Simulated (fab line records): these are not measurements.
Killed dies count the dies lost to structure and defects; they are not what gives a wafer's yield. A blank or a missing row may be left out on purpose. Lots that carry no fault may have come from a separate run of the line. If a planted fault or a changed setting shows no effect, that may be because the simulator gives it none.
Check of tool commonality    flow rit cmos    14 lots, 42 wafers sampled

WHY IT WAS OPENED
Of 14 lots, 2 have the reading PRETRO_TW flagged at RIT_PRETRO_TW_MEAS_10. No-fault wafers: 477, standard deviation 5.5.
Rule: flag the lot when none of its wafers has a number, or when each of its wafers that has one lies beyond 4 standard deviations from that mean. All remaining lots are regarded as sound.

lot   measured     on             PRETRO_TW, wafer by wafer  flag
L788  day 2 09:23  film metro-02  474 469 473                
L789  day 2 13:57  film metro-02  471 471 471                
L790  day 2 20:22  film metro-03  486 488 488                
L792  day 3 05:05  film metro-01  472 469 472                
L794  day 3 14:55  film metro-02  473 476 475                
L795  day 3 19:41  film metro-01  586 583 585                FLAGGED
L797  day 4 09:44  film metro-03  602 598 600                FLAGGED
L804  day 5 17:03  film metro-03  484 486 481                
L806  day 6 05:22  film metro-01  476 473 476                
L807  day 6 08:29  film metro-02  473 475 476                
L808  day 6 13:07  film metro-02  475 474 477                
L809  day 6 18:58  film metro-02  476 476 479                
L810  day 6 23:50  film metro-02  477 476 476                
L811  day 7 04:57  film metro-01  470 471 471                
On average the flagged lots' numbers are 592, which is +115 against the usual, or +21 standard deviations.

TOOL THAT RAN EACH LOT
The record keeps 1 process step preceding the reading, out of 202 steps on the route. Cell contents, in order: the tool; ch with the chambers the sampled wafers went through; the start.
lot   flag     RIT_PRETRO_IMPLANT_08
L788           implanter-04 ch 0, day 2 09:04
L789           implanter-01 ch 0, day 2 13:37
L790           implanter-01 ch 0, day 2 20:02
L792           implanter-04 ch 0, day 3 04:46
L794           implanter-02 ch 0, day 3 14:35
L795  FLAGGED  implanter-01 ch 0, day 3 19:03
L797  FLAGGED  implanter-02 ch 0, day 4 09:06
L804           implanter-02 ch 0, day 5 16:43
L806           implanter-04 ch 0, day 6 05:04
L807           implanter-04 ch 0, day 6 08:13
L808           implanter-02 ch 0, day 6 12:47
L809           implanter-04 ch 0, day 6 18:39
L810           implanter-02 ch 0, day 6 23:34
L811           implanter-01 ch 0, day 7 04:38
What is done by these steps:
- RIT_PRETRO_IMPLANT_08
- RIT_PRETRO_TW_MEAS_10

FLAGGED OVER TOTAL, TOOL BY TOOL (the gauges that took the reading come last)
step                   tool           lots run  flagged  share of the flagged lots  sound lots run after its first flagged lot
RIT_PRETRO_IMPLANT_08  implanter-01   4         1        some                       1 (L811)
RIT_PRETRO_IMPLANT_08  implanter-02   5         1        some                       3 (L804,L808,L810)
RIT_PRETRO_IMPLANT_08  implanter-04   5         0        none                       -
RIT_PRETRO_TW_MEAS_10  film metro-01  4         1        some                       2 (L806,L811)
RIT_PRETRO_TW_MEAS_10  film metro-02  7         0        none                       -
RIT_PRETRO_TW_MEAS_10  film metro-03  3         1        some                       1 (L804)

WHAT IS ALLOWED BY THE TABLE
No row of the table ran every flagged lot.

WHAT THE SIMULATOR PUT IN
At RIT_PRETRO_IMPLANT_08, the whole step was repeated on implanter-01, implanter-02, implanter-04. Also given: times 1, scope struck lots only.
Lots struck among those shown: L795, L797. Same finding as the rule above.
